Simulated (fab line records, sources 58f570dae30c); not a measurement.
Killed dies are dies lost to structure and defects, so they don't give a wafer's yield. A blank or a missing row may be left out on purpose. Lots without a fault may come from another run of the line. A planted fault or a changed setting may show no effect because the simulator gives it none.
Which tool did it? | flow berkeley_cmos170 | 7 lots, 21 wafers sampled, at 3 steps of a route of 331

WHAT THE GAUGES READ, wafer by wafer
UCB170_M1_CD_MEAS_90: target cd 700 nm.
lot  | measured     | on        | cd_nm (nm)
L875 | day 7 16:25  | cd_sem-02 | 701.6 702.8 700.9
L877 | day 8 01:43  | cd_sem-01 | 699.6 699.4 699.6
L879 | day 8 11:56  | cd_sem-01 | 708.1 709.2 707.3
L883 | day 9 15:07  | cd_sem-01 | 698.6 698.9 696.9
L890 | day 10 12:14 | cd_sem-02 | 697.8 699.2 698.8
L892 | day 11 10:23 | cd_sem-02 | 700.9 699.9 700.0
L895 | day 11 21:14 | cd_sem-02 | 699.1 697.9 700.2

WHICH TOOL RAN EACH LOT (tool, then ch and the chambers of the sampled wafers, then the start)
lot  | UCB170_CONTACT_RTA_08            | UCB170_M1_METAL_ETCH_12
L875 | rtp_anneal-01 ch 0, day 7 10:05  | rie_metal-03 ch 0,1, day 7 16:11
L877 | rtp_anneal-01 ch 0, day 7 22:06  | rie_metal-01 ch 1, day 8 01:18
L879 | rtp_anneal-01 ch 0, day 8 05:25  | rie_metal-03 ch 0, day 8 11:35
L883 | rtp_anneal-02 ch 0, day 9 10:26  | rie_metal-02 ch 0,1, day 9 14:53
L890 | rtp_anneal-01 ch 0, day 10 07:55 | rie_metal-02 ch 0,1, day 10 11:59
L892 | rtp_anneal-01 ch 0, day 11 07:07 | rie_metal-01 ch 1, day 11 10:08
L895 | rtp_anneal-02 ch 0, day 11 17:41 | rie_metal-03 ch 0,1, day 11 20:59
- UCB170_CONTACT_RTA_08: time 10 s.
- UCB170_M1_METAL_ETCH_12: etches Al in Cl2/BCl3, stops on PSG, target depth 780 nm, time 130 s.

THE ANSWER, worked out from the rows above alone
Rule: what is usual is taken from the lots themselves. Put in order of their means at a reading, lots are off if they are a third of the lots or fewer, leave a main group of 4 or more, and stand apart from it by a gap of 3 or more times the standard deviation of the main group's means; of several such gaps the widest counts. A main group whose means are all the same, to the digits that the tables above print for the reading, isn't used. A lot without any number at a reading at which 4 lots or more have one is off too. The other lots that the step has rows for count as sound.
Off: L879, at UCB170_M1_CD_MEAS_90 (cd_nm). The main group: mean 699.6 nm, standard deviation 1.2.
A tool fits if, at a process step before that reading, it ran every lot that is off, and no sound lot after the first of them. The gauges at UCB170_M1_CD_MEAS_90 are tried like those tools. None of those tried fits.

WHAT THE SIMULATOR HAD PUT IN
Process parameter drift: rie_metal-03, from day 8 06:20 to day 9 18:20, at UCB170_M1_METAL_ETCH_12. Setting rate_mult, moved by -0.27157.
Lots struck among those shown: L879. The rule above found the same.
